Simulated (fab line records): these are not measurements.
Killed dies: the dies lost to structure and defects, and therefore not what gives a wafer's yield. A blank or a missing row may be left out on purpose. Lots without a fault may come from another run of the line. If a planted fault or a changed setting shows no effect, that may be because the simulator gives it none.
Which of the tools did it? ; flow berkeleyCmos170 ; Sampling: 24 lots, 72 wafers, 6 of 331 route steps

WHAT THE GAUGES SHOWED, per wafer
UCB170_PWELL_THK_MEAS_06.
lot;measured;on;PWELL_NITRIDE_THK (nm)
L074;day 3 04:01;filmMetro-03;221.7 222.6 220.5
L075;day 3 04:01;filmMetro-02;220.9 221.2 222.1
L077;day 3 12:20;filmMetro-03;222.2 221.1 220.5
L076;day 3 12:22;filmMetro-02;220.8 220.9 219.0
L078;day 3 18:17;filmMetro-02;223.2 223.7 222.8
L079;day 4 02:55;filmMetro-02;220.2 220.9 220.2
L080;day 4 03:32;filmMetro-03;221.1 220.0 220.4
L082;day 4 18:43;filmMetro-02;220.7 218.8 220.2
L081;day 4 18:44;filmMetro-03;219.3 221.1 221.2
L083;day 4 22:37;filmMetro-03;222.8 221.0 220.5
L085;day 5 01:49;filmMetro-03;220.7 222.2 223.0
L084;day 5 01:50;filmMetro-02;220.1 219.7 220.8
L086;day 5 20:49;filmMetro-03;218.6 219.8 220.0
L087;day 5 20:49;filmMetro-02;217.0 218.1 218.4
L088;day 5 20:52;filmMetro-03;217.7 220.6 220.0
L090;day 6 06:05;filmMetro-02;216.6 217.6 218.1
L089;day 6 06:05;filmMetro-03;220.4 220.0 221.1
L091;day 6 10:35;filmMetro-02;216.1 217.0 216.6
L092;day 6 16:01;filmMetro-03;218.0 217.3 219.5
L093;day 7 00:19;filmMetro-02;218.4 220.7 221.7
L095;day 7 08:35;filmMetro-03;223.6 221.4 223.0
L094;day 7 08:36;filmMetro-02;223.1 220.4 222.4
L096;day 7 11:35;filmMetro-03;221.6 221.7 220.8
L097;day 7 17:19;filmMetro-02;220.8 220.3 221.0

UCB170_SACOX_THK_MEAS_02.
lot;measured;on;SACOX_OXIDE_THK (nm)
L074;day 5 03:17;filmMetro-03;14.52 14.28 14.44
L075;day 5 03:14;filmMetro-03;14.69 14.46 14.78
L077;day 5 08:59;filmMetro-03;14.48 14.46 14.54
L076;day 5 09:00;filmMetro-04;14.42 14.27 14.23
L078;day 5 22:04;filmMetro-03;14.31 14.31 14.30
L079;day 6 03:58;filmMetro-03;14.53 14.59 14.54
L080;day 6 03:55;filmMetro-03;14.38 14.32 14.47
L082;day 6 15:51;filmMetro-03;14.21 14.23 14.40
L081;day 6 15:52;filmMetro-04;14.44 14.50 14.09
L083;day 7 02:41;filmMetro-03;14.89 14.94 14.73
L085;day 7 07:17;filmMetro-04;14.41 14.32 14.39
L084;day 7 07:18;filmMetro-03;14.57 14.70 14.46
L086;day 8 00:37;filmMetro-01;14.67 14.71 14.80
L087;day 8 00:37;filmMetro-04;14.48 14.60 14.59
L088;day 8 00:41;filmMetro-01;14.49 14.67 14.44
L090;day 8 13:29;filmMetro-01;14.33 14.35 14.31
L089;day 8 13:28;filmMetro-04;14.43 14.62 14.80
L091;day 8 13:28;filmMetro-03;14.61 14.19 14.60
L092;day 8 19:37;filmMetro-01;14.33 14.31 14.20
L093;day 9 06:24;filmMetro-03;14.75 14.62 14.69
L095;day 9 12:41;filmMetro-01;14.25 14.27 14.15
L094;day 9 12:43;filmMetro-03;14.37 14.07 14.36
L096;day 9 12:43;filmMetro-04;14.58 14.55 14.31
L097;day 9 23:59;filmMetro-04;13.78 13.69 13.74

UCB170_V1_CD_MEAS_90 targets a cd of 700 nm.
lot;measured;on;cdNm (nm)
L074;day 7 17:27;cdSem-01;703.5 701.8 701.3
L075;day 7 17:11;cdSem-02;700.8 703.1 701.6
L077;day 7 16:39;cdSem-02;700.7 698.5 698.7
L076;day 7 17:25;cdSem-02;700.5 700.5 699.0
L078;day 8 05:35;cdSem-01;699.9 698.5 699.3
L079;day 8 11:49;cdSem-02;701.7 700.9 700.8
L080;day 8 11:41;cdSem-01;700.5 699.8 701.0
L082;day 9 05:24;cdSem-01;701.1 701.4 701.2
L081;day 9 05:10;cdSem-02;697.4 701.8 698.5
L083;day 9 08:53;cdSem-02;700.9 698.1 697.7
L085;day 9 20:41;cdSem-01;699.6 697.8 699.6
L084;day 9 20:28;cdSem-01;698.8 698.8 699.6
L086;day 10 06:31;cdSem-01;699.8 698.9 698.4
L087;day 10 07:04;cdSem-02;700.9 699.6 700.5
L088;day 10 06:47;cdSem-01;700.4 700.8 700.8
L090;day 11 02:44;cdSem-01;699.5 698.8 700.1
L089;day 11 02:34;cdSem-01;699.7 699.2 700.5
L091;day 11 03:08;cdSem-02;700.4 700.6 699.3
L092;day 11 07:15;cdSem-02;700.9 700.7 702.0
L093;day 11 20:19;cdSem-02;701.1 700.5 701.0
L095;day 12 02:28;cdSem-02;700.2 700.9 699.9
L094;day 12 01:57;cdSem-01;699.6 701.2 699.5
L096;day 12 02:47;cdSem-01;702.6 703.0 702.1
L097;day 12 12:58;cdSem-01;698.3 698.4 698.3

UCB170_M2_RS_MEAS_02: the measuring method here is four-point-probe.
lot;measured;on;M2_AL_RS (ohm/sq)
L074;day 7 17:43;filmMetro-02;0.0324 0.0323 0.0327
L075;day 7 17:27;filmMetro-01;0.0328 0.0336 0.0337
L077;day 7 16:55;filmMetro-01;0.0327 0.0331 0.0330
L076;day 7 17:41;filmMetro-03;0.0325 0.0325 0.0328
L078;day 8 05:51;filmMetro-02;0.0334 0.0333 0.0331
L079;day 8 12:05;filmMetro-02;0.0333 0.0332 0.0330
L080;day 8 11:58;filmMetro-03;0.0334 0.0332 0.0335
L082;day 9 05:40;filmMetro-02;0.0327 0.0332 0.0326
L081;day 9 05:26;filmMetro-01;0.0333 0.0336 0.0331
L083;day 9 09:10;filmMetro-02;0.0330 0.0330 0.0329
L085;day 9 20:58;filmMetro-02;0.0331 0.0329 0.0330
L084;day 9 20:44;filmMetro-01;0.0324 0.0326 0.0322
L086;day 10 06:47;filmMetro-03;0.0331 0.0328 0.0330
L087;day 10 07:20;filmMetro-03;0.0329 0.0329 0.0332
L088;day 10 07:04;filmMetro-01;0.0332 0.0329 0.0330
L090;day 11 03:02;filmMetro-03;0.0325 0.0327 0.0324
L089;day 11 02:50;filmMetro-01;0.0327 0.0329 0.0331
L091;day 11 03:25;filmMetro-01;0.0333 0.0329 0.0336
L092;day 11 07:31;filmMetro-03;0.0333 0.0328 0.0332
L093;day 11 20:35;filmMetro-03;0.0328 0.0332 0.0333
L095;day 12 02:44;filmMetro-03;0.0324 0.0324 0.0323
L094;day 12 02:13;filmMetro-01;0.0326 0.0332 0.0328
L096;day 12 03:03;filmMetro-01;0.0329 0.0327 0.0330
L097;day 12 13:14;filmMetro-03;0.0330 0.0332 0.0332

TOOL THAT RAN EACH LOT (tool first, then ch and the chambers of the sampled wafers, then the start)
lot;UCB170_CONTACT_STRIP_19;UCB170_M1_SPUTTER_00
L074;plasmaAsher-04 ch 0,1, day 7 07:09;pvdSputter-04, day 7 07:33
L075;plasmaAsher-03 ch 0,1, day 7 05:27;pvdSputter-04, day 7 05:52
L077;plasmaAsher-01 ch 0,1, day 7 06:52;pvdSputter-03, day 7 07:16
L076;plasmaAsher-03 ch 0,1, day 7 07:01;pvdSputter-01, day 7 07:24
L078;plasmaAsher-03 ch 0,1, day 7 16:16;pvdSputter-04, day 7 18:43
L079;plasmaAsher-01 ch 0,1, day 8 02:34;pvdSputter-03, day 8 02:58
L080;plasmaAsher-03 ch 1, day 8 03:12;pvdSputter-04, day 8 03:35
L082;plasmaAsher-03 ch 1, day 8 19:40;pvdSputter-03, day 8 20:03
L081;plasmaAsher-04 ch 0,1, day 8 19:56;pvdSputter-01, day 8 20:19
L083;plasmaAsher-04 ch 0,1, day 8 22:43;pvdSputter-04, day 8 23:07
L085;plasmaAsher-01 ch 0,1, day 9 12:55;pvdSputter-01, day 9 13:19
L084;plasmaAsher-03 ch 0,1, day 9 11:14;pvdSputter-03, day 9 11:36
L086;plasmaAsher-01 ch 0,1, day 9 20:49;pvdSputter-03, day 9 21:12
L087;plasmaAsher-04 ch 0,1, day 9 22:11;pvdSputter-01, day 9 22:35
L088;plasmaAsher-01 ch 0, day 9 21:57;pvdSputter-04, day 9 22:20
L090;plasmaAsher-04 ch 0,1, day 10 16:00;pvdSputter-03, day 10 16:22
L089;plasmaAsher-01 ch 0,1, day 10 16:12;pvdSputter-01, day 10 16:36
L091;plasmaAsher-03 ch 0,1, day 10 16:19;pvdSputter-03, day 10 16:53
L092;plasmaAsher-03 ch 0, day 10 22:43;pvdSputter-01, day 10 23:20
L093;plasmaAsher-04 ch 0,1, day 11 11:29;pvdSputter-01, day 11 11:53
L095;plasmaAsher-01 ch 0,1, day 11 17:14;pvdSputter-01, day 11 17:40
L094;plasmaAsher-04 ch 0,1, day 11 17:00;pvdSputter-03, day 11 17:22
L096;plasmaAsher-03 ch 0,1, day 11 17:19;pvdSputter-04, day 11 17:49
L097;plasmaAsher-04 ch 0, day 12 00:32;pvdSputter-01, day 12 00:56
- UCB170_CONTACT_STRIP_19: strips in O2.
- UCB170_M1_SPUTTER_00: material Al, target thk 600 nm, time 80 s.

WHAT THE TOOLS THEMSELVES READ (means of the sampled wafers that have a number; where no wafer has one, the mark that the record gives instead)
UCB170_CONTACT_STRIP_19.
lot;tool;drypumpMotorCurrentA (A);oesProductAu (a.u.)
L074;plasmaAsher-04;5.5;0.729
L075;plasmaAsher-03;5.9;0.726
L077;plasmaAsher-01;5.4;0.724
L076;plasmaAsher-03;5.9;0.725
L078;plasmaAsher-03;5.9;0.727
L079;plasmaAsher-01;5.4;0.729
L080;plasmaAsher-03;6.0;0.727
L082;plasmaAsher-03;6.0;0.723
L081;plasmaAsher-04;5.5;0.721
L083;plasmaAsher-04;5.9;0.725
L085;plasmaAsher-01;5.4;0.723
L084;plasmaAsher-03;5.9;0.727
L086;plasmaAsher-01;5.3;0.723
L087;plasmaAsher-04;5.9;0.722
L088;plasmaAsher-01;5.6;0.723
L090;plasmaAsher-04;5.9;0.726
L089;plasmaAsher-01;5.4;0.723
L091;plasmaAsher-03;5.9;0.723
L092;plasmaAsher-03;5.6;0.722
L093;plasmaAsher-04;5.9;0.724
L095;plasmaAsher-01;5.4;0.726
L094;plasmaAsher-04;5.9;0.721
L096;plasmaAsher-03;5.9;0.726
L097;plasmaAsher-04;5.1;0.726

UCB170_M1_SPUTTER_00.
lot;tool;cathodeDcPowerW (W);throttleValvePct (%)
L074;pvdSputter-04;5998.8;29.8
L075;pvdSputter-04;6000.1;31.3
L077;pvdSputter-03;6000.6;30.9
L076;pvdSputter-01;5999.6;27.8
L078;pvdSputter-04;5999.3;30.0
L079;pvdSputter-03;6000.2;31.3
L080;pvdSputter-04;6000.5;30.4
L082;pvdSputter-03;6000.2;31.1
L081;pvdSputter-01;6000.2;29.7
L083;pvdSputter-04;6000.8;29.9
L085;pvdSputter-01;5998.5;28.5
L084;pvdSputter-03;6000.1;31.1
L086;pvdSputter-03;5999.9;31.1
L087;pvdSputter-01;6000.9;27.8
L088;pvdSputter-04;5999.2;30.0
L090;pvdSputter-03;6001.2;30.9
L089;pvdSputter-01;5999.2;27.8
L091;pvdSputter-03;5999.8;31.2
L092;pvdSputter-01;5999.6;27.8
L093;pvdSputter-01;6000.3;28.8
L095;pvdSputter-01;6001.4;28.8
L094;pvdSputter-03;6000.4;31.1
L096;pvdSputter-04;5999.4;30.7
L097;pvdSputter-01;5999.8;28.6

THE ANSWER, worked out from the rows above alone
Rule: the lots themselves supply what counts as usual. Put in order of their means at a reading, lots are off if they are a third of the lots or fewer, leave a main group of 4 or more, and stand apart from it by a gap of 3 or more times the standard deviation of the main group's means; of several such gaps the widest counts. A main group is skipped when, at the precision printed for the reading in the tables above, its means are all equal. A lot without any number at a reading at which 4 lots or more have one is off too. All remaining lots with rows at the step are treated as sound. The gauges are gone through in route order, then the tools' own readings, and for those a lot's mean is taken as printed above. The first step at which some lot is off is used, and at that step the reading that is off furthest; a lot without a number counts as furthest.
No lot is off on any of the readings shown, so nothing can be concluded from this.

WHAT THE SIMULATOR HAD INSERTED
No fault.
